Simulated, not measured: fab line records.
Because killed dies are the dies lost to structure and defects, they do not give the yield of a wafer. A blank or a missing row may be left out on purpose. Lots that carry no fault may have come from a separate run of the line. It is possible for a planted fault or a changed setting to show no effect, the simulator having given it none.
Problem report in the 8D (eight disciplines) form, filled by code || flow ritCmos || the parts of the form that need people (team, actions taken, sign-off) are left out

1. WHAT WENT WRONG
Across 2 wafers from 2 lots, CONTACT_TEOS_THK at RIT_CONTACT_THK_MEAS_01 averages 376 nm, while fault-free wafers read 400 nm with a standard deviation of 4.3. Relative to the usual mean, that is a shift of -5.5 standard deviations.
First observed at day 6 07:14: wafer L348.3, on filmMetro-03. The record holds 42 wafers of 14 lots with a number at this step. By rule, "out" or "out of limits" means more than 4 standard deviations away from the usual mean. The rest of the wafers with a number are treated as sound.

2. WHAT IT IS AND WHAT IT IS NOT
{"question": "which readings at this step", "is": "CONTACT_TEOS_THK", "is not": "-"}
{"question": "which lots", "is": "L348, L351", "is not": "L333, L334, L336, L337, L338, L339, L342, L343, L345, L353, L355, L356"}
{"question": "which wafers of those lots", "is": "L348.3, L351.4", "is not": "L348.2, L348.6, L351.3, L351.6"}
{"question": "read on which gauges", "is": "filmMetro-03", "is not": "filmMetro-01, filmMetro-02"}
{"question": "when", "is": "from day 6 07:14", "is not": "up to then (29 sound wafers); but 11 sound wafers of L351, L353, L355, L356 came after"}

3. THE SUSPECTS, EACH WITH WHAT RULES IT OUT
Counting: a tool at a process step up to the reading stays a suspect if it ran every lot that is out. Sound lots after the first of them don't rule it out here, since some wafers of a struck lot are sound.
- the gauge at RIT_CONTACT_THK_MEAS_01: kept. All the wafers that are out were read on filmMetro-03, and no step on other tools shows them out.
- pecvd-02 at RIT_CONTACT_CVD_00 (deposits SiO2 from TEOS, target thk 400 nm, time 61 s): kept. Ran every lot that is out, first one L348 (day 6 07:10); last sound lot up to then L345 (day 5 18:52).
- In pecvd-02 at RIT_CONTACT_CVD_00, the wafers that are out were processed in chamber 1 and their sound lot-mates in chambers 0, 2.
Remaining after the count are pecvd-02 at RIT_CONTACT_CVD_00 and filmMetro-03 at RIT_CONTACT_THK_MEAS_01.

4. THE CAUSE (what the simulator had put in)
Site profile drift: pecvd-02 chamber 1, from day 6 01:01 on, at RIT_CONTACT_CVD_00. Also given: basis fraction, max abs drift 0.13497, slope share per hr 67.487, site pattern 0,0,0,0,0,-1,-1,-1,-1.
2 suspects survive the count, and this tool is in that group.

5. SEQUENCE OF EFFECTS, ordered by route
Each row: a reading where the mean over the struck wafers with a number is more than 3 standard deviations away from the usual. Readings are gone through only where the record gives a usual standard deviation; hours: the median, over the lots, of the time from a lot's start at the first step in this table giving one to that lot's start at this step; sigmas: the change measured in usual standard deviations.
{"hours": 0, "step": "RIT_CONTACT_THK_MEAS_01", "reading": "CONTACT_TEOS_THK", "usual": "400 nm", "on struck wafers": 376, "change": -24, "sigmas": -5.5}

6. WHAT WOULD HAVE CAUGHT IT SOONER
6 hours passed between the start of the fault at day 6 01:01 and the first reading out of limits at a measuring or inspecting step in this record, taken at day 6 07:14.
Tool readings at RIT_CONTACT_CVD_00 with a usual standard deviation given in the record: none out on any struck wafer, hence no alarm at a limit of 4 standard deviations on them.
Of the lots that are out (2), L351 began RIT_CONTACT_CVD_00 on pecvd-02 after day 6 07:14. Had the tool been put on hold then, it would have been spared.
